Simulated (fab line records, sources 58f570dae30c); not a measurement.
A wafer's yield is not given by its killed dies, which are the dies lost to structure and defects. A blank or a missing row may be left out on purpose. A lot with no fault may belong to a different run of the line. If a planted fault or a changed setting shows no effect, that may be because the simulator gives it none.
What tool caused it?    flow berkeley cmos170    14 lots with 42 wafers sampled at 4 steps, on a route of 331 steps

== WHAT THE GAUGES READ, wafer by wafer ==
UCB170_M2_RS_MEAS_02: measurement is done with a four-point probe.
lot   measured      on             M2_AL_RS (ohm/sq)
L521  day 8 18:58   film metro-02  0.0329 0.0329 0.0326
L525  day 9 11:19   film metro-02  0.0326 0.0326 0.0328
L524  day 9 13:34   film metro-03  0.0318 0.0318 0.0319
L523  day 9 13:40   film metro-04  0.0323 0.0320 0.0316
L527  day 10 05:08  film metro-02  0.0324 0.0322 0.0326
L526  day 10 06:16  film metro-03  0.0321 0.0324 0.0328
L530  day 10 20:42  film metro-02  0.0323 0.0322 0.0323
L529  day 10 21:55  film metro-03  0.0319 0.0324 0.0325
L536  day 12 02:23  film metro-04  0.0317 0.0317 0.0314
L538  day 12 03:13  film metro-03  0.0320 0.0324 0.0326
L543  day 13 07:16  film metro-04  0.0333 0.0327 0.0326
L540  day 13 07:27  film metro-04  0.0320 0.0320 0.0320
L542  day 13 08:07  film metro-02  0.0321 0.0316 0.0317
L544  day 14 02:51  film metro-02  0.0328 0.0321 0.0322

UCB170_M2_OVL_MEAS_16.
lot   measured      on          M2_OVL (nm)
L521  day 8 20:50   overlay-01  -4 2 9
L525  day 9 14:36   overlay-01  -1 -4 -3
L524  day 9 15:30   overlay-01  0 6 4
L523  day 9 16:03   overlay-01  -7 -5 2
L527  day 10 07:18  overlay-01  0 6 11
L526  day 10 08:36  overlay-01  2 1 -2
L530  day 10 23:59  overlay-01  -12 -7 -2
L529  day 11 03:35  overlay-02  2 7 11
L536  day 12 04:21  overlay-01  -18 -11 -5
L538  day 12 05:27  overlay-02  2 -1 -8
L543  day 13 11:36  overlay-01  1 -3 -5
L540  day 13 11:58  overlay-02  -1 -8 -6
L542  day 13 12:43  overlay-02  -1 6 -1
L544  day 14 05:17  overlay-01  -10 -14 -9

== TOOL THAT RAN EACH LOT (tool first, then ch and the chambers of the sampled wafers, then the start) ==
lot   UCB170_V1_ETCH_14                   UCB170_V1_STRIP_15
L521  rie diel-02 ch 1,2,3, day 8 18:25   plasma asher-04 ch 0,1, day 8 18:36
L525  rie diel-03 ch 1,2,3, day 9 10:44   plasma asher-01 ch 0,1, day 9 10:55
L524  rie diel-02 ch 0,2,3, day 9 12:59   plasma asher-04 ch 0,1, day 9 13:10
L523  rie diel-04 ch 0,2,3, day 9 13:06   plasma asher-01 ch 0,1, day 9 13:17
L527  rie diel-03 ch 0,2,3, day 10 04:35  plasma asher-03 ch 0,1, day 10 04:46
L526  rie diel-04 ch 2,3, day 10 05:40    plasma asher-03 ch 0,1, day 10 05:53
L530  rie diel-03 ch 0,1, day 10 20:07    plasma asher-04 ch 0,1, day 10 20:20
L529  rie diel-02 ch 0,1, day 10 21:17    plasma asher-03 ch 0,1, day 10 21:28
L536  rie diel-02 ch 1,2, day 12 01:50    plasma asher-04 ch 0,1, day 12 02:01
L538  rie diel-02 ch 1,3, day 12 02:40    plasma asher-04 ch 0,1, day 12 02:50
L543  rie diel-04 ch 1,2,3, day 13 06:43  plasma asher-01 ch 0,1, day 13 06:54
L540  rie diel-03 ch 1,3, day 13 06:50    plasma asher-03 ch 0,1, day 13 07:01
L542  rie diel-04 ch 0,2,3, day 13 07:33  plasma asher-03 ch 0,1, day 13 07:43
L544  rie diel-04 ch 0,1,3, day 14 02:18  plasma asher-01 ch 0,1, day 14 02:29
- UCB170_V1_ETCH_14: etches SiO2 in CHF3/CF4/Ar, stops on Al, target depth 1250 nm, time 291 s.
- UCB170_V1_STRIP_15: strips in O2.

== WHAT THE TOOLS THEMSELVES READ (means of the sampled wafers that have a number; where no wafer has one, the mark that the record gives instead) ==
UCB170_V1_ETCH_14.
lot   tool         drypump motor current A (A)  oes product au (a.u.)  rf fwd power W (W)  throttle valve pct (%)
L521  rie diel-02  5.9                          0.866                  697.5               6.97
L525  rie diel-03  5.3                          0.882                  699.3               7.04
L524  rie diel-02  5.7                          0.875                  700.5               6.94
L523  rie diel-04  6.2                          0.865                  697.1               6.86
L527  rie diel-03  5.8                          0.872                  698.3               7.06
L526  rie diel-04  6.2                          0.864                  698.9               6.83
L530  rie diel-03  5.7                          0.884                  698.4               7.00
L529  rie diel-02  5.8                          0.864                  698.9               6.99
L536  rie diel-02  6.1                          0.776                  700.0               7.00
L538  rie diel-02  5.8                          0.778                  696.8               6.99
L543  rie diel-04  6.0                          0.870                  699.1               6.93
L540  rie diel-03  5.4                          0.882                  697.8               6.97
L542  rie diel-04  6.2                          0.870                  697.5               6.87
L544  rie diel-04  6.0                          0.877                  698.8               6.97

UCB170_V1_STRIP_15.
lot   tool             drypump motor current A (A)  oes product au (a.u.)  strip time to endpoint s (s)
L521  plasma asher-04  5.5                          0.720                  15.34
L525  plasma asher-01  6.1                          0.724                  15.30
L524  plasma asher-04  5.6                          0.719                  15.29
L523  plasma asher-01  6.1                          0.723                  15.34
L527  plasma asher-03  5.7                          0.724                  15.43
L526  plasma asher-03  5.4                          0.723                  15.35
L530  plasma asher-04  5.5                          0.720                  15.26
L529  plasma asher-03  5.7                          0.716                  15.49
L536  plasma asher-04  5.5                          0.720                  14.13
L538  plasma asher-04  5.6                          0.720                  14.16
L543  plasma asher-01  6.0                          0.724                  15.25
L540  plasma asher-03  5.3                          0.724                  15.28
L542  plasma asher-03  5.7                          0.721                  15.37
L544  plasma asher-01  6.0                          0.723                  15.22

== THE ANSWER, worked out from the rows above alone ==
Rule: what is usual is taken from the lots themselves. Put in order of their means at a reading, lots are off if they are a third of the lots or fewer, leave a main group of 4 or more, and stand apart from it by a gap of 3 or more times the standard deviation of the main group's means; of several such gaps the widest counts. If all means in a main group match to the digits the tables above print for the reading, that group is not used. A lot without any number at a reading at which 4 lots or more have one is off too. All remaining lots with rows at the step are treated as sound. Order of review: gauges by route order, followed by the tools' own readings, for which a lot's mean as printed above is used. At the first step where some lot is off, the reading lying furthest off is the one used; lots without a number count as furthest.
Off, at UCB170_V1_ETCH_14 on oes product au: L536, L538. For the main group the mean is 0.873 a.u. and the standard deviation 0.007.
A tool fits if, at that step or a process step before it, it ran every lot that is off, and no sound lot after the first of them. One fits: rie diel-02 at UCB170_V1_ETCH_14. Its last sound lot is L529 (day 10 21:17), its first lot that is off L536 (day 12 01:50): a fault that began between those two fits.
The tool's own readings at UCB170_V1_ETCH_14 bear it out: on the lots that are off they differ by more than 5 times the standard deviation of the sound lots' means. oes product au reads 0.777 a.u. there against 0.873 a.u. on the sound lots.

== WHAT HAD BEEN PUT IN BY THE SIMULATOR ==
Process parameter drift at UCB170_V1_ETCH_14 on rie diel-02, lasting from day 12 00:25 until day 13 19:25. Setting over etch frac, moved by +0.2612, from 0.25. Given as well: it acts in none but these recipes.
Struck lots among those shown: L536, L538. The rule above found the same.
